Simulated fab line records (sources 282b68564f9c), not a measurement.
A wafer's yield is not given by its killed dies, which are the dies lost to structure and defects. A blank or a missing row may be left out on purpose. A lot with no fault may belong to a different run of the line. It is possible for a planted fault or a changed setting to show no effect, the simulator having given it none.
Struck lot and sound lot, side by side ; flow ritCmos ; 43 steps out of a route of 202
Sound: these wafers, L340.3, L340.4, L340.6. Struck: wafers L352.3, L352.5 (left out: L352.4, a lot-mate that was not struck); the cause follows at the end.
Each step with rows lists, per side, the tool, then ch with its chambers, then its first start. Under that, the readings that differ: sound wafers ; struck wafers ; difference of the means ; sigmas: that difference in standard deviations of wafers without a fault.
alike: a reading whose means differ by less than 2 such deviations, as well as words and numbers matching on both sides. not compared: withheld readings; readings where some wafer has no value; bounds like >300 that might hide an equal value; numbers whose values overlap and for which the record gives no deviation.
A row with sigmas, a row that says differs or no value, or rows on one side alone: a step with any of these is where the two part. Numbers that don't overlap but have no deviation are shown without sigmas and don't part them. Lack of a reading on every wafer of one side parts them only where that side has two or more wafers.

first, 2 steps without rows for these wafers: RIT_FOX2_CLEAN_02 (cleans in dHF, time 180 s); RIT_FOX2_WET_ETCH_03 (etches Si3N4 in H3PO4, target depth 195 nm, time 2762 s).
RIT_FOX2_THK_MEAS_90:
  sound on filmMetro-04 at day 2 00:58; struck on filmMetro-02 at day 4 13:21
  alike: FIELD_OXIDE_LEFT_1_THK
then, 6 steps without rows for these wafers: RIT_NWELL_HMDS_00 (prime time 60 s); RIT_NWELL_COAT_01 (resist thk 1300 nm); RIT_NWELL_SOFTBAKE_02 (time 60 s); RIT_NWELL_EXPOSE_03 (exposes mask M2, target cd 43900 nm); RIT_NWELL_PEB_04; RIT_NWELL_DEVELOP_05 (develop time 68 s).
RIT_NWELL_OVL_MEAS_06:
  sound on overlay-01 at day 2 01:55; struck on overlay-01 at day 4 14:25
  alike: NWELL_OVL
then, 2 steps without rows for these wafers: RIT_NWELL_HARDBAKE_07 (time 120 s); RIT_NWELL_IMPLANT_08.
RIT_NWELL_STRIP_09: strips in O2, time 180 s.
  sound on plasmaAsher-04 ch 0,1, day 2 02:31; struck on plasmaAsher-03 ch 0, day 4 14:53
  alike: drypumpMotorCurrentA
  not compared: rfHoursCounterH
RIT_NWELL_TW_MEAS_10:
  sound on filmMetro-04 at day 2 02:39; struck on filmMetro-03 at day 4 15:02
  alike: NWELL_TW
then, 6 steps without rows for these wafers: RIT_PWELL_HMDS_00 (prime time 60 s); RIT_PWELL_COAT_01 (resist thk 1300 nm); RIT_PWELL_SOFTBAKE_02 (time 60 s); RIT_PWELL_EXPOSE_03 (exposes mask M3, target cd 43700 nm); RIT_PWELL_PEB_04; RIT_PWELL_DEVELOP_05 (develop time 68 s).
RIT_PWELL_OVL_MEAS_06:
  sound on overlay-02 at day 2 03:43; struck on overlay-01 at day 4 15:58
  alike: PWELL_OVL
then, 2 steps without rows for these wafers: RIT_PWELL_HARDBAKE_07 (time 120 s); RIT_PWELL_IMPLANT_08.
RIT_PWELL_STRIP_09: strips in O2, time 180 s.
  sound on plasmaAsher-01 ch 0,1, day 2 04:11; struck on plasmaAsher-02 ch 1, day 4 16:32
  alike: drypumpMotorCurrentA
  not compared: rfHoursCounterH
RIT_PWELL_TW_MEAS_10:
  sound on filmMetro-03 at day 2 04:20; struck on filmMetro-03 at day 4 16:41
  alike: PWELL_TW
then, 1 step without rows for these wafers: RIT_WELLDRIVE_ANNEAL_00 (time 14700 s).
RIT_WELLDRIVE_RS_MEAS_01: a four-point-probe measurement.
  sound on filmMetro-03 at day 2 10:16; struck on filmMetro-04 at day 4 22:36
  alike: NWELL_RS
RIT_WELLDRIVE_RS_MEAS_02: a four-point-probe measurement.
  sound on filmMetro-03 at day 2 10:23; struck on filmMetro-04 at day 4 22:43
  alike: PWELL_RS
then, 6 steps without rows for these wafers: RIT_NRETRO_HMDS_00 (prime time 60 s); RIT_NRETRO_COAT_01 (resist thk 1300 nm); RIT_NRETRO_SOFTBAKE_02 (time 60 s); RIT_NRETRO_EXPOSE_03 (exposes mask M4, target cd 43900 nm); RIT_NRETRO_PEB_04; RIT_NRETRO_DEVELOP_05 (develop time 68 s).
RIT_NRETRO_OVL_MEAS_06:
  sound on overlay-02 at day 2 11:29; struck on overlay-02 at day 4 23:49
  alike: NRETRO_OVL
then, 2 steps without rows for these wafers: RIT_NRETRO_HARDBAKE_07 (time 120 s); RIT_NRETRO_IMPLANT_08.
RIT_NRETRO_STRIP_09: strips in O2, time 180 s.
  sound on plasmaAsher-03 ch 0,1, day 2 11:58; struck on plasmaAsher-03 ch 0,1, day 5 00:18
  alike: drypumpMotorCurrentA
  not compared: rfHoursCounterH
RIT_NRETRO_TW_MEAS_10:
  sound on filmMetro-02 at day 2 12:07; struck on filmMetro-04 at day 5 00:26
  alike: NRETRO_TW
then, 3 steps without rows for these wafers: RIT_PRETRO_HMDS_00 (prime time 60 s); RIT_PRETRO_COAT_01 (resist thk 1300 nm); RIT_PRETRO_SOFTBAKE_02 (time 60 s).
RIT_M1_PROBE_99:
  sound on prober-02 at day 3 18:00; struck on prober-02 at day 6 03:35
reading;sound;struck;difference;sigmas
hold;- - -;awaitDispo/14.8h/release awaitDispo/14.8h/release;no value on the sound wafers;
killedAtFrontEnd;6 14 5;49 50;+41;+15
killedDies;6 14 5;49 50;+41;+15
  alike: killedOpen, killedShort

## WHERE THEY PART
Only at RIT_M1_PROBE_99, as far as this record shows.

WHY: the cause the simulator had injected
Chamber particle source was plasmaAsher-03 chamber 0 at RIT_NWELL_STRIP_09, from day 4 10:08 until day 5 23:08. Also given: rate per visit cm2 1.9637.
